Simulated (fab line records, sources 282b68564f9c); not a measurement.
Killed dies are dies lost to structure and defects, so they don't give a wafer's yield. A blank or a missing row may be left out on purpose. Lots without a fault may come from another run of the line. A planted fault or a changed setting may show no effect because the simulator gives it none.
fab line records | flow rit_cmos
record lots=6 wafers=18 last_day=7
route steps=202 shown GATE@75 FOX2@80
lots that met no fault: from a run of the same line without faults
start_h: hours from the record's first day to the start of the lot's first wafer shown | wait_h: hours since the lot's step before | " the same as in the row above | L1.1+2: a row that stands for several wafers | - no value, or no start given | * or withheld: withheld | < > ~ a bound
route shown NAME@n: a module of which the file shows steps, and the number in the route of the first | usual: mean/standard deviation of fault-free wafers | same: alike in all rows | chamber/n: place in a boat | sites: the reading at each site | _std_site: their standard deviation | _edge_site: outer sites' mean less inner sites' | radius_mm: how far each site lies from the wafer's centre | mask NAME#n: copy n | behind: the tool/chamber that last shaped the wafer | hold: why the lot was held/for how many hours/how that ended | device: the transistor (n, p or np) that didn't switch | end of line: the same wafers' tests at the end of the route | a step without rows: its recipe alone | killed: dies lost to structure and defects at the first sort, not the wafer's yield | map: a wafer's dies, x killed, . not, _ none there
set.NAME: the setting as run; set.NAME@STEP: as run at that earlier step | model.NAME: the simulator's own value behind a step, which no gauge read
lots at some steps of the route; a table a step, a row a wafer
services: from which hour (start_h, from the record's first day; less than 0 if before it) a tool's chamber was out of use, for how many hours, and why
## steps
# step RIT_GATE_WET_ETCH_00
# recipe chemistry=BOE target=SiO2 target_depth_nm=56 time_s=60 dry=n2_spin dilution=10:1 temp_c=21.5
# step RIT_GATE_CLEAN_01
# recipe chemistry=SC1 mix=3:3:50 time_s=600 temp_c=75
# step RIT_GATE_CLEAN_02
# recipe chemistry=dHF dilution=50:1 time_s=30
# step RIT_GATE_CLEAN_03
# recipe chemistry=SC2 mix=3:3:50 time_s=600 temp_c=75 dry=n2_spin
# step RIT_GATE_CLEAN_04
# recipe chemistry=dHF dilution=50:1 time_s=60 dry=n2_spin
# step RIT_FOX2_THK_MEAS_91
# recipe reads=SiO2_of_FOX2_OXIDATION_00
# usual FIELD_OXIDE_LEFT_2_THK=253/6
# columns lot.wafer tool chamber start_h wait_h FIELD_OXIDE_LEFT_2_THK[nm]
L848.1 film_metro-01 - 61.02 0.0 246
L848.2 " - " " 249
L848.5 " - " " 253
L849.4 film_metro-02 - 66.68 0.0 249
L849.5 " - " " 248
L849.6 " - " " 248
L853.1 film_metro-01 - 82.86 0.0 250
L853.2 " - " " 252
L853.4 " - " " 244
L857.4 film_metro-02 - 102.02 0.0 244
L857.5 " - " " 240
L857.6 " - " " 241
L863.2 film_metro-01 - 132.58 0.0 256
L863.4 " - " " 255
L863.5 " - " " 253
L866.2 film_metro-02 - 146.73 0.0 257
L866.3 " - " " 255
L866.4 " - " " 263
# step RIT_GATE_OXIDATION_05
# recipe temp_c=900 ambient=O2 target_thk_a=30 ox_time_s=270
# step RIT_GATE_ANNEAL_06
# recipe temp_c=900 time_s=600 ambient=N2O
# step RIT_GATE_THK_MEAS_07
# recipe reads=SiO2_of_GATE_OXIDATION_05
# usual GATE_OXIDE_THK=2.99/0.073
# columns lot.wafer tool chamber start_h wait_h GATE_OXIDE_THK[nm]
L848.1 film_metro-04 - 64.34 0.0 3.07
L848.2 " - " " 3.05
L848.5 " - " " 2.97
L849.4 film_metro-02 - 68.41 0.0 3.09
L849.5 " - " " 3.03
L849.6 " - " " 3.04
L853.1 film_metro-04 - 84.24 0.0 3.02
L853.2 " - " " 3.02
L853.4 " - " " 3.09
L857.4 film_metro-02 - 103.41 0.0 2.87
L857.5 " - " " 2.87
L857.6 " - " " 2.84
L863.2 film_metro-02 - 133.97 0.0 3.04
L863.4 " - " " 3.08
L863.5 " - " " 3.01
L866.2 film_metro-04 - 148.31 0.0 3.02
L866.3 " - " " 2.98
L866.4 " - " " 2.94
# step RIT_GATE_CVD_08
# recipe material=poly-Si target_thk_nm=250 temp_c=610 precursor=SiH4 time_s=2220 pressure_mtorr=300 sih4_flow_sccm=100
# step RIT_GATE_THK_MEAS_09
# recipe reads=poly-Si_of_GATE_CVD_08
# usual GATE_POLY_THK=250.4/2.5
# columns lot.wafer tool chamber start_h wait_h GATE_POLY_THK[nm]
L848.1 film_metro-04 - 66.12 0.0 251.0
L848.2 " - " " 253.2
L848.5 " - " " 252.4
L849.4 film_metro-04 - 70.18 0.0 247.4
L849.5 " - " " 249.3
L849.6 " - " " 249.2
L853.1 film_metro-02 - 85.92 0.0 251.0
L853.2 " - " " 252.7
L853.4 " - " " 250.5
L857.4 film_metro-04 - 105.08 0.0 256.6
L857.5 " - " " 255.5
L857.6 " - " " 256.5
L863.2 film_metro-02 - 135.64 0.0 254.5
L863.4 " - " " 254.6
L863.5 " - " " 252.4
L866.2 film_metro-04 - 150.16 0.0 250.3
L866.3 " - " " 251.5
L866.4 " - " " 251.6
# step RIT_GATE_HMDS_10
# recipe prime_time_s=60 prime_temp_c=140
# step RIT_GATE_COAT_11
# recipe resist=NOVOLAK spin_rpm=4250 resist_thk_nm=850
# columns lot.wafer tool chamber start_h wait_h model.NOVOLAK_of_GATE_COAT_11.thk_nm
L848.1 litho_track-04 0 66.33 0.1 853.5
L848.2 " 0 " " 851.3
L848.5 " 0 " " 849.5
L849.4 litho_track-02 0 70.43 0.1 851.6
L849.5 " 0 " " 854.9
L849.6 " 0 " " 854.5
L853.1 litho_track-02 0 86.13 0.1 467.4
L853.2 " 0 " " 467.6
L853.4 " 0 " " 468
L857.4 litho_track-02 0 105.47 0.1 468.8
L857.5 " 0 " " 468.4
L857.6 " 0 " " 468.7
L863.2 litho_track-04 0 135.87 0.1 851
L863.4 " 0 " " 855.4
L863.5 " 0 " " 854.2
L866.2 litho_track-01 0 150.38 0.1 854.1
L866.3 " 0 " " 853.4
L866.4 " 0 " " 853.6
# step RIT_GATE_SOFTBAKE_12
# recipe resist=NOVOLAK temp_c=90 time_s=60
# step RIT_GATE_EXPOSE_13
# recipe mask_id=M6 na=0.6 source_shape=conventional sigma_outer=0.6 target_cd_nm=150 dose_mj=380
# step RIT_GATE_PEB_14
# recipe resist=NOVOLAK temp_c=withheld time_s=withheld
# step RIT_GATE_DEVELOP_15
# recipe resist=NOVOLAK develop_time_s=50 dev_temp_c=23
# step RIT_GATE_CD_MEAS_16
# recipe target_cd_nm=150
# usual cd_nm=149/3
# columns lot.wafer tool chamber start_h wait_h hold cd_nm
L848.1 cd_sem-02 - 67.11 - - 144
L848.2 " - " " - 144
L848.5 " - " " - 143
L849.4 cd_sem-01 - 71.35 - - 144
L849.5 " - " " - 146
L849.6 " - " " - 148
L853.1 cd_sem-01 - 86.83 - await_dispo/0.2h/release 61
L853.2 " - " " await_dispo/0.2h/release 62
L853.4 " - " " await_dispo/0.2h/release 60
L853.1 cd_sem-01 - 87.12 0.3 - 61
L853.2 " - " " - 62
L853.4 " - " " - 60
L857.4 cd_sem-01 - 106.16 - await_dispo/0.2h/release 77
L857.5 " - " " await_dispo/0.2h/release 73
L857.6 " - " " await_dispo/0.2h/release 74
L857.4 cd_sem-01 - 106.44 0.3 - 76
L857.5 " - " " - 73
L857.6 " - " " - 74
L863.2 cd_sem-02 - 136.56 - - 149
L863.4 " - " " - 149
L863.5 " - " " - 149
L866.2 cd_sem-01 - 151.20 - - 151
L866.3 " - " " - 148
L866.4 " - " " - 147
# step RIT_GATE_OVL_MEAS_17
# usual GATE_OVL=0.3/1.4
# columns lot.wafer tool chamber start_h wait_h hold GATE_OVL[nm]
L848.1 overlay-02 - 67.23 0.1 - 0.8
L848.2 " - " " - 2.3
L848.5 " - " " - -0.1
L849.4 overlay-01 - 71.43 0.1 - -1.0
L849.5 " - " " - 1.6
L849.6 " - " " - -0.3
L853.1 overlay-01 - 92.75 5.6 await_dispo/5.5h/release -0.9
L853.2 " - " " await_dispo/5.5h/release 0.8
L853.4 " - " " await_dispo/5.5h/release 1.8
L857.4 overlay-01 - 110.09 3.6 await_dispo/3.6h/release -0.2
L857.5 " - " " await_dispo/3.6h/release -0.9
L857.6 " - " " await_dispo/3.6h/release 0.8
L863.2 overlay-02 - 136.67 0.1 - -1.0
L863.4 " - " " - -1.8
L863.5 " - " " - 1.0
L866.2 overlay-02 - 151.31 0.1 - -1.0
L866.3 " - " " - -1.4
L866.4 " - " " - -0.8
# step RIT_GATE_HARDBAKE_18
# recipe resist=NOVOLAK temp_c=140 time_s=60
# step RIT_GATE_ETCH_19
# recipe chemistry=SF6/CHF3/O2 time_s=165 SF6_flow_sccm=30 CHF3_flow_sccm=30 O2_flow_sccm=5 target=poly-Si pressure_mtorr=40 rf_w=160 target_depth_a=3125 over_etch_frac=0.25 stop_on=SiO2
# usual O2_flow_sccm=5.001/0.015 drypump_motor_current_A=5.8/0.36 oes_product_au=0.854/0.017 throttle_valve_pct=10.17/0.14
# columns lot.wafer tool chamber start_h wait_h O2_flow_sccm drypump_motor_current_A oes_product_au rf_hours_counter_h throttle_valve_pct model.NOVOLAK_of_GATE_COAT_11.thk_nm model.GATE.cd_nm
L848.1 rie_si-02 2 67.41 0.1 5.015 5.6 0.874 42 10.44 673.3 144.1
L848.2 " 1 " " 5.003 5.7 0.852 150 10.13 669.8 144.5
L848.5 " 1 " " 4.964 5.7 0.854 - 10.12 668.6 142.8
L849.4 rie_si-01 0 71.72 0.1 5.022 6.0 0.858 4 10.07 677.3 144
L849.5 " 2 " " 4.991 5.5 0.824 - 10.07 681 146.4
L849.6 " 3 " " 4.988 5.5 0.861 - 9.99 675.1 147.8
L853.1 rie_si-02 3 92.94 0.1 5.008 6.5 0.860 33 10.23 335.4 61.2
L853.2 " 2 " " 4.994 5.6 0.871 42 10.42 335.9 61.4
L853.4 " 0 " " 4.999 5.3 0.878 10 10.32 336.1 59.88
L857.4 rie_si-02 1 110.25 0.1 4.971 5.7 0.859 150 10.13 334.1 76.85
L857.5 " 1 " " 4.977 5.7 0.862 - 10.12 333.6 72.96
L857.6 " 2 " " 5.026 5.5 0.880 - 10.43 335.8 74.33
L863.2 rie_si-02 0 136.85 0.1 5.022 5.3 0.888 11 10.31 672 149.1
L863.4 " 1 " " 5.007 5.7 0.857 0 10.09 674 149.4
L863.5 " 2 " " 5.017 5.6 0.870 - 10.45 674.1 148.6
L866.2 rie_si-02 0 151.49 0.1 5.019 5.4 0.870 11 10.31 674.3 150.4
L866.3 " 2 " " 5.008 5.6 0.866 43 10.45 673.3 147.8
L866.4 " 1 " " 4.999 5.7 0.848 0 10.09 673.2 147.4
# step RIT_GATE_STRIP_20
# recipe chemistry=O2 time_s=180 resist=NOVOLAK platen_temp_c=withheld power_w=500 pressure_mtorr=4000 o2_flow_sccm=4000
# usual drypump_motor_current_A=6.1/0.52
# columns lot.wafer tool chamber start_h wait_h drypump_motor_current_A rf_hours_counter_h
L848.1 plasma_asher-01 0 67.52 0.1 6.3 42
L848.2 " 1 " " 6.3 42
L848.5 " 1 " " 6.3 -
L849.4 plasma_asher-03 1 71.89 0.1 6.2 -
L849.5 " 1 " " 6.2 -
L849.6 " 0 " " 6.6 -
L853.1 plasma_asher-01 0 93.05 0.1 6.3 44
L853.2 " 1 " " 6.3 44
L853.4 " 1 " " 6.3 -
L857.4 plasma_asher-02 0 110.42 0.1 5.3 -
L857.5 " 0 " " 5.3 -
L857.6 " 1 " " 5.0 -
L863.2 plasma_asher-03 0 136.96 0.1 6.6 49
L863.4 " 1 " " 6.2 -
L863.5 " 0 " " 6.6 -
L866.2 plasma_asher-01 1 151.60 0.1 6.4 3
L866.3 " 1 " " 6.3 -
L866.4 " 0 " " 6.3 -
## services
# columns tool chamber start_h hours kind
plasma_asher-03 - 53.22 1.4 repair
rie_si-02 0 68.58 11.9 repair
rie_si-02 3 70.12 1.5 repair
rie_si-02 - 73.02 1.6 repair
rie_si-02 3 100.27 1.2 repair
rie_si-02 1 108.67 - clean
plasma_asher-01 - 108.75 9.0 pm
plasma_asher-01 0 108.75 9.0 vent_cycle
plasma_asher-01 1 108.75 9.0 vent_cycle
plasma_asher-03 - 116.76 2.8 pm
plasma_asher-01 0 117.75 - clean
plasma_asher-01 1 117.75 - clean
plasma_asher-02 - 147.75 0.7 repair
rie_si-01 - 147.97 14.6 pm
## key
first_sign step=RIT_GATE_CD_MEAS_16 reading=visit direction=added through=control_loop
effect step=RIT_GATE_CD_MEAS_16 reading=cd_nm direction=down sigmas=27 usual=149 struck=68 through=control_loop
model_effect step=RIT_GATE_COAT_11 value=NOVOLAK_of_GATE_COAT_11.thk_nm without=851.1 struck=468.1
model_effect step=RIT_GATE_ETCH_19 value=NOVOLAK_of_GATE_COAT_11.thk_nm without=670.9 struck=335.2
met_at RIT_GATE_COAT_11
struck_wafers L853.1,L853.2,L853.4,L857.4,L857.5,L857.6
later_rows_left_out L853.1,L853.2,L853.4,L857.4,L857.5,L857.6
sort_left_out L853.1,L853.2,L853.4,L857.4,L857.5,L857.6
tester_left_out L853,L857
loop_trim step=RIT_GATE_EXPOSE_13 setting=dose lots=L857
onset_between 70.43 86.13
fault kind=process_parameter_drift tool=litho_track-02 chamber=- onset_h=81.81 steps=RIT_GATE_COAT_11 channel=resist_thk_nm offset=-382.5 shape=step end_h=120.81 acts_in=these_recipes_only stated=850
# tester_left_out: of these lots the tester's yield and bins aren't shown, on N5 and GAA mostly nor the transistor test; their killed dies are dies lost to structure and defects alone, not to doping, threshold or leakage, so they don't give the yield
# sort_left_out: the simulated sort isn't trusted on such a fault, so these wafers' sort isn't shown, and their yield isn't known
# later_rows_left_out: the simulator's readings of these wafers behind a module that went badly wrong aren't trusted and aren't shown, but for the sort
# loop_trim: a control loop set the setting to another value than it would have without faults
